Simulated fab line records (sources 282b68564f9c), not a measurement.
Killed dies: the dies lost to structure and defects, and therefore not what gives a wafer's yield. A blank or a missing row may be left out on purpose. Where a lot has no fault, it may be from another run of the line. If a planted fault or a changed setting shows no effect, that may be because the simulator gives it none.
Which tool is to blame?	flow rit_cmos	Sampling: 6 lots, 18 wafers, 2 of 202 route steps

## WHAT THE GAUGES READ, wafer by wafer
RIT_PLDD_TW_MEAS_10.
lot	measured	on	PLDD_TW
L344	day 3 05:08	film_metro-02	2328 2320 2335
L347	day 3 20:26	film_metro-01	2348 2347 2353
L349	day 4 05:59	film_metro-02	2344 2347 2348
L351	day 4 17:52	film_metro-01	2369 2361 2373
L353	day 5 02:25	film_metro-02	2352 2352 2351
L359	day 6 09:26	film_metro-01	30 30 30 30 30 30

## WHICH TOOL RAN EACH LOT (tool, then ch and the chambers of the sampled wafers, then the start)
lot	RIT_NLDD_STRIP_09
L344	plasma_asher-01 ch 0,1, day 3 03:25
L347	plasma_asher-02 ch 0,1, day 3 18:50
L349	plasma_asher-03 ch 0,1, day 4 04:11
L351	plasma_asher-02 ch 0,1, day 4 16:10
L353	plasma_asher-01 ch 0,1, day 5 00:43
L359	plasma_asher-03 ch 0,1, day 6 07:29
- RIT_NLDD_STRIP_09: strips in O2, time 180 s.

## THE ANSWER, worked out from the rows above alone
Rule: what is usual is taken from the lots themselves. The widest of any qualifying gaps counts: lots, ordered by their means at a reading, are off when they make up no more than a third of the lots, leave a main group of 4 or more, and stand apart from it by 3 or more times the standard deviation of that group's means. A main group whose means are all the same, to the digits that the tables above print for the reading, isn't used. Also off: a lot with no number at a reading for which 4 or more lots have one. Any other lot the step has rows for is counted as sound.
Off: L359, seen at RIT_PLDD_TW_MEAS_10 (PLDD_TW). Mean 2349 and standard deviation 13 in the main group.
If a tool, at a process step before that reading, ran all the lots that are off and no sound lot after the first of them, it fits. Those tools and the gauges at RIT_PLDD_TW_MEAS_10 are tried in the same way. This does not decide it: 2 tools fit, namely plasma_asher-03 at RIT_NLDD_STRIP_09 and film_metro-01 at RIT_PLDD_TW_MEAS_10.

## WHAT THE SIMULATOR HAD INSERTED
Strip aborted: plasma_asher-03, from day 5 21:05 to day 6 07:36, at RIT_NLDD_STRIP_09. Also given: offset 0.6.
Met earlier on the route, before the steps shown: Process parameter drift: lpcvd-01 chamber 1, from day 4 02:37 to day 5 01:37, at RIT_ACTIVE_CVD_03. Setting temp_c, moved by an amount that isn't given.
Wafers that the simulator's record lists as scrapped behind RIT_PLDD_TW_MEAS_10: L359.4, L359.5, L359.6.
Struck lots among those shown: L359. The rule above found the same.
